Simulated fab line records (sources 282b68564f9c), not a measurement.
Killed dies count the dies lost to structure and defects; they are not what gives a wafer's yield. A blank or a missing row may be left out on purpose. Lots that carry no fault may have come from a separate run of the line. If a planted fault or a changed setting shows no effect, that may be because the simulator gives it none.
Comparing a struck lot with a sound one / flow rit cmos / 26 out of 202 route steps
Sound: wafers L209.2, L209.3, L209.5. The struck wafers were L214.3, L214.4, L214.6. The cause is named last.
At each step with rows: each side's tool, then ch and its chambers, then its first start. Under that, the readings that differ: sound wafers / struck wafers / difference of the means / sigmas: that difference in standard deviations of wafers without a fault.
alike: same words and numbers on both sides, and readings whose means sit less than 2 such deviations apart. not compared: any withheld reading, any reading some wafer has no value for, any bound like >300 that may hide the same value, and any number with overlapping values for which the record gives no deviation.
Wherever a step has rows on one side only, a row that says differs or no value, or a row with sigmas, the two part there. Numbers that have no deviation but don't overlap get no sigmas and don't part them. Lack of a reading on every wafer of one side parts them only where that side has two or more wafers.

first, 4 steps without rows for these wafers: RIT_CONTACT_SOFTBAKE_04 (time 60 s); RIT_CONTACT_EXPOSE_05 (exposes mask M11, target cd 1000 nm); RIT_CONTACT_PEB_06; RIT_CONTACT_DEVELOP_07 (develop time 123.9 s).
RIT_CONTACT_CD_MEAS_08 targets a cd of 1000 nm.
  sound: cd sem-02 at day 4 08:50; struck: cd sem-01 at day 5 10:24
  alike: cd nm
RIT_CONTACT_OVL_MEAS_09:
  sound: overlay-02 at day 4 08:56; struck: overlay-02 at day 5 10:29
  alike: CONTACT_OVL
then, 1 step without rows for these wafers: RIT_CONTACT_HARDBAKE_10 (time 60 s).
RIT_CONTACT_ETCH_11: etches SiO2 in CHF3/CF4/Ar, stops on TiSi2, target depth 480 nm, time 320 s.
  sound on rie diel-03 ch 0,1,2, day 4 09:07; struck on rie diel-02 ch 1,2,3, day 5 10:40
  alike: drypump motor current A, mfc ar sccm, oes product au, rf fwd power W, throttle valve pct
  not compared: rf hours counter h
RIT_CONTACT_STRIP_12: strips in O2, time 180 s.
  sound on plasma asher-01 ch 0,1, day 4 09:19; struck on plasma asher-03 ch 0,1, day 5 10:55
  alike: drypump motor current A
  not compared: rf hours counter h
RIT_CONTACT_CD_MEAS_90 targets a cd of 1000 nm.
  sound: cd sem-01 at day 4 09:31; struck: cd sem-02 at day 5 11:04
  alike: cd nm
then, 2 steps without rows for these wafers: RIT_CONTACT_CLEAN_13 (cleans in SC1, time 600 s); RIT_CONTACT_CLEAN_14 (cleans in SC2, time 600 s).
RIT_M1_SPUTTER_00: material Al, target thk 400 nm, time 500 s.
  sound: pvd sputter-04 at day 4 09:59; struck: pvd sputter-04 at day 5 11:31
reading=model.Al_of_M1_SPUTTER_00.thk nm (nm); sound=398.9 400.6 398.3; struck=288.4 290.5 290.6; difference=-109.4; sigmas=
  alike: throttle valve pct
RIT_M1_RS_MEAS_01: uses a four-point probe to measure.
  sound: film metro-03 at day 4 10:17; struck: film metro-01 at day 5 12:08
reading=M1_AL_RS (ohm/sq); sound=0.0736 0.0733 0.0737; struck=0.1029 0.1022 0.1022; difference=+0.0289; sigmas=+39
  not compared: hold
RIT_M1_THK_MEAS_02: measures by xrf.
  sound: film metro-03 at day 4 10:24; struck: film metro-01 at day 5 14:51
reading=M1_AL_THK (nm); sound=395 398 392; struck=286 288 287; difference=-108; sigmas=-22
  not compared: hold
then, 5 steps without rows for these wafers: RIT_M1_COAT_04 (resist thk 1300 nm); RIT_M1_SOFTBAKE_05 (time 60 s); RIT_M1_EXPOSE_06 (exposes mask M12, target cd 2600 nm); RIT_M1_PEB_07; RIT_M1_DEVELOP_08 (develop time 68 s).
RIT_M1_CD_MEAS_09 targets a cd of 2600 nm.
  sound: cd sem-02 at day 4 11:29; struck: cd sem-01 at day 5 19:31
  alike: cd nm
RIT_M1_OVL_MEAS_10:
  sound: overlay-01 at day 4 11:35; struck: overlay-02 at day 5 19:36
  alike: M1_OVL
then, 1 step without rows for these wafers: RIT_M1_HARDBAKE_11 (time 120 s).
RIT_M1_METAL_ETCH_12: etches Al in Cl2/BCl3, stops on SiO2, time 165 s, target depth 600 nm.
  sound on rie metal-04 ch 0,1, day 4 12:02; struck on rie metal-03 ch 0,1, day 5 19:56
reading=oes product au (a.u.); sound=0.763 0.754 0.753; struck=0.654 0.653 0.651; difference=-0.104; sigmas=-9
  alike: drypump motor current A, rf fwd power W, throttle valve pct
  not compared: rf hours counter h
then, 1 step without rows for these wafers: RIT_M1_STRIP_13 (strips in nmp, time 600 s).
RIT_M1_PROBE_99:
  sound: prober-02 at day 4 14:20; struck: prober-01 at day 6 00:47
reading=hold; sound=- - -; struck=await dispo/2.3h/release await dispo/2.3h/release await dispo/2.3h/release; difference=no value on the sound wafers; sigmas=
  alike: defect limited yield, killed at contacts, killed at front end, killed dies, killed open, killed short, sort_bin_3_pad_short, sort_bin_5_function, sort_bin_6_memory, sort n pass, sort yield pct

== WHERE THEY PART ==
First at RIT_M1_RS_MEAS_01; last, within this record, at RIT_M1_PROBE_99.

WHY: whatever the simulator had introduced
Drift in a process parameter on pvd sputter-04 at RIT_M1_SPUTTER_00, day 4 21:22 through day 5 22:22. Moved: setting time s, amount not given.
